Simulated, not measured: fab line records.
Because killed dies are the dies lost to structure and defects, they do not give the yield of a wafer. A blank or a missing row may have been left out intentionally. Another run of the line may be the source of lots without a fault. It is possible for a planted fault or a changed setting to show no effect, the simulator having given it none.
The same fault as seen by 2 desks | flow berkeley-cmos170 | each desk holds nothing but its own numbers, with what lay behind them at the end

== AT THE METROLOGY DESK ==
Lot by lot, what the gauges showed, no matter which tool ran the lot: averages of those sampled wafers that carry a number. If a lot's mean is further than 4 standard deviations from the usual mean, the lot is out of limits and carries the mark OUT (the distance appears in the brackets).
Columns: A = PWELL_OXIDE_THK at UCB170_PWELL_THK_MEAS_03, usual 26.3 nm; B = PWELL_NITRIDE_THK at UCB170_PWELL_THK_MEAS_06, usual 221.3 nm; C = ACTIVE_OVL at UCB170_ACTIVE_OVL_MEAS_14, usual -1 nm; D = M3_AL_RS at UCB170_M3_RS_MEAS_02, usual 0.0322 ohm/sq; E = M3_AL_THK at UCB170_M3_THK_MEAS_03, usual 904 nm
lot  | first seen here | A    | B     | C  | D                        | E
L624 | day 3 06:10     | 25.8 | 220.9 | -2 | 0.0321                   | 904
L626 | day 3 12:31     | 25.9 | 220.6 | 1  | 0.0324                   | 902
L627 | day 3 23:19     | 26.4 | 220.8 | 1  | 0.0326                   | 895
L628 | day 4 04:59     | 26.3 | 218.8 | 8  | 0.0318                   | 914
L629 | day 4 04:59     | 26.7 | 223.3 | 7  | 0.0323                   | 904
L631 | day 4 14:01     | 26.2 | 222.1 | -4 | 0.0321                   | 910
L630 | day 4 14:02     | 26.0 | 220.7 | -7 | 0.0323                   | 906
L632 | day 5 02:46     | 26.6 | 221.9 | -3 | 0.0327                   | 891
L634 | day 5 13:16     | 26.1 | 223.6 | 3  | 0.0326                   | 894
L638 | day 6 05:50     | 25.7 | 224.9 | 8  | 0.0325                   | 894
L642 | day 6 16:53     | 26.9 | 219.9 | -6 | 0.0723 (+99 or more) OUT | 408 (-45) OUT
L640 | day 6 16:54     | 26.0 | 224.2 | 2  | 0.0731 (+99 or more) OUT | 404 (-46) OUT
L645 | day 7 14:44     | 26.9 | 217.7 | -1 | 0.0325                   | 896
L646 | day 7 21:35     | 27.0 | 220.6 | -2 | 0.0319                   | 914
Finding of this desk: L640, L642 out of limits, first seen on L642 at day 12 15:35 (M3_AL_RS at UCB170_M3_RS_MEAS_02). In limits: L624, L626, L627, L628, L629, L631, L630, L632, L634, L638, L645, L646.

== THE TOOL OWNER'S DESK: pvd-sputter-04 ==
The tool's own readings at UCB170_M3_SPUTTER_01 (material Al, target thk 900 nm, time 120 s): means of the sampled wafers that have a number, for each lot that ran on this tool. If a lot's mean is further than 4 standard deviations from the usual mean, the lot is out of limits and carries the mark OUT (the distance appears in the brackets).
Columns: A = cathode-dc-power-W at UCB170_M3_SPUTTER_01, usual 5999.9 W; B = throttle-valve-pct at UCB170_M3_SPUTTER_01, usual 30.5 %
lot  | first seen here | A                        | B
L626 | day 9 16:22     | 6000.8                   | 30.4
L627 | day 10 06:41    | 5999.5                   | 30.9
L629 | day 10 09:33    | 6000.6                   | 30.5
L632 | day 10 16:51    | 5999.8                   | 30.0
L634 | day 11 17:15    | 5999.9                   | 30.4
L642 | day 12 15:31    | 2773.0 (-99 or more) OUT | 30.9
L640 | day 12 19:44    | 2774.1 (-99 or more) OUT | 30.3
This desk's verdict: out of limits on L640, L642, starting with L642 at day 12 15:31 (cathode-dc-power-W at UCB170_M3_SPUTTER_01). In limits: L626, L627, L629, L632, L634.

== PUT TOGETHER ==
An alarm could have come from the tool owner's desk at day 12 15:31, on L640, L642.
L640, L642 would have let the metrology desk raise an alarm at day 12 15:35.
All the named lots went through UCB170_M3_SPUTTER_01 on pvd-sputter-04.

== WHAT WAS PUT IN BY THE SIMULATOR ==
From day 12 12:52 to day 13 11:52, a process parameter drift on pvd-sputter-04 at UCB170_M3_SPUTTER_01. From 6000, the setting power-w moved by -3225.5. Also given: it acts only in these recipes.
Lots struck among those shown: L640, L642.
Delay (hours) between the fault's onset and each desk's first out-of-limits reading: 3 at the tool owner's desk, 3 at the metrology desk.
